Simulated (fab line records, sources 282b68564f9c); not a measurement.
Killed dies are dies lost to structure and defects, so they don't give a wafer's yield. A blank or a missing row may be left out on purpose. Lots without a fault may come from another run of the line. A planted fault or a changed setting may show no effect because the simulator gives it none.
A struck lot beside a sound one | flow rit_cmos | 21 steps out of a route of 202
Sound: wafers L968.1, L968.5, L968.6. Struck: wafers L972.2, L972.3, L972.5. The cause comes at the end.
At each step with rows: each side's tool, then ch and its chambers, then its first start. Under that, the readings that differ: sound wafers | struck wafers | difference of the means | sigmas: that difference in standard deviations of wafers without a fault.
alike: readings whose means differ by less than 2 such deviations, and words and numbers that are the same on both sides. not compared: withheld readings, readings that some wafer has no value for, bounds like >300 that may hide the same value, and numbers for which the record gives no deviation and whose values overlap.
The two part at a step that has a row with sigmas, a row that says differs or no value, or rows on one side only. Numbers that don't overlap but have no deviation are shown without sigmas and don't part them. A reading that every wafer of one side lacks parts them only if that side has two wafers or more.

first, 4 steps without rows for these wafers: RIT_NSD_SOFTBAKE_02 (time 60 s); RIT_NSD_EXPOSE_03 (exposes mask M9, target cd 40700 nm); RIT_NSD_PEB_04; RIT_NSD_DEVELOP_05 (develop time 50 s).
RIT_NSD_OVL_MEAS_06:
  sound on overlay-02, day 3 23:07; struck on overlay-02, day 4 11:41
  reading      | sound       | struck        | difference | sigmas
  NSD_OVL (nm) | 5.0 1.5 3.8 | -1.7 0.0 -0.2 | -4.1       | -3
then, 2 steps without rows for these wafers: RIT_NSD_HARDBAKE_07 (time 60 s); RIT_NSD_IMPLANT_08.
RIT_NSD_STRIP_09: strips in O2, time 180 s.
  sound on plasma_asher-04 ch 0,1, day 3 23:28; struck on plasma_asher-04 ch 0,1, day 4 12:03
  alike: drypump_motor_current_A
  not compared: rf_hours_counter_h
RIT_NSD_TW_MEAS_10:
  sound on film_metro-01, day 3 23:38; struck on film_metro-03, day 4 12:14
  alike: NSD_TW
then, 3 steps without rows for these wafers: RIT_PSD_HMDS_00 (prime time 60 s); RIT_PSD_COAT_01 (resist thk 1000 nm); RIT_PSD_SOFTBAKE_02 (time 60 s).
RIT_PSD_EXPOSE_03: exposes mask M10, target cd 40900 nm.
  sound on iline_stepper-02 ch 0, day 4 00:17; struck on iline_stepper-01 ch 0, day 4 13:00
  reading | sound             | struck         | difference | sigmas
  mask    | M10#0 M10#0 M10#0 | M9#0 M9#0 M9#0 | differs    |
  alike: stage_vel_mm_s
then, 2 steps without rows for these wafers: RIT_PSD_PEB_04; RIT_PSD_DEVELOP_05 (develop time 50 s).
RIT_PSD_OVL_MEAS_06:
  sound on overlay-01, day 4 00:41; struck on overlay-02, day 4 13:23
  reading      | sound         | struck | difference                    | sigmas
  PSD_OVL (nm) | -1.2 1.1 -1.0 | - - -  | no value on the struck wafers |
then, 2 steps without rows for these wafers: RIT_PSD_HARDBAKE_07 (time 60 s); RIT_PSD_IMPLANT_08.
RIT_PSD_STRIP_09: strips in O2, time 180 s.
  sound on plasma_asher-02 ch 0,1, day 4 01:01; struck on plasma_asher-01 ch 0,1, day 4 13:50
  alike: drypump_motor_current_A
  not compared: rf_hours_counter_h
RIT_PSD_TW_MEAS_10:
  sound on film_metro-03, day 4 01:12; struck on film_metro-03, day 4 14:01
  reading | sound          | struck   | difference | sigmas
  PSD_TW  | 3422 3430 3405 | 30 30 30 | -3389      | -81
then, 1 step without rows for these wafers: RIT_SDANNEAL_CLEAN_00 (cleans in SC1, time 600 s).

WHERE THEY PART
First at RIT_NSD_OVL_MEAS_06; last, within this record, at RIT_PSD_TW_MEAS_10.

WHY: what the simulator had put in
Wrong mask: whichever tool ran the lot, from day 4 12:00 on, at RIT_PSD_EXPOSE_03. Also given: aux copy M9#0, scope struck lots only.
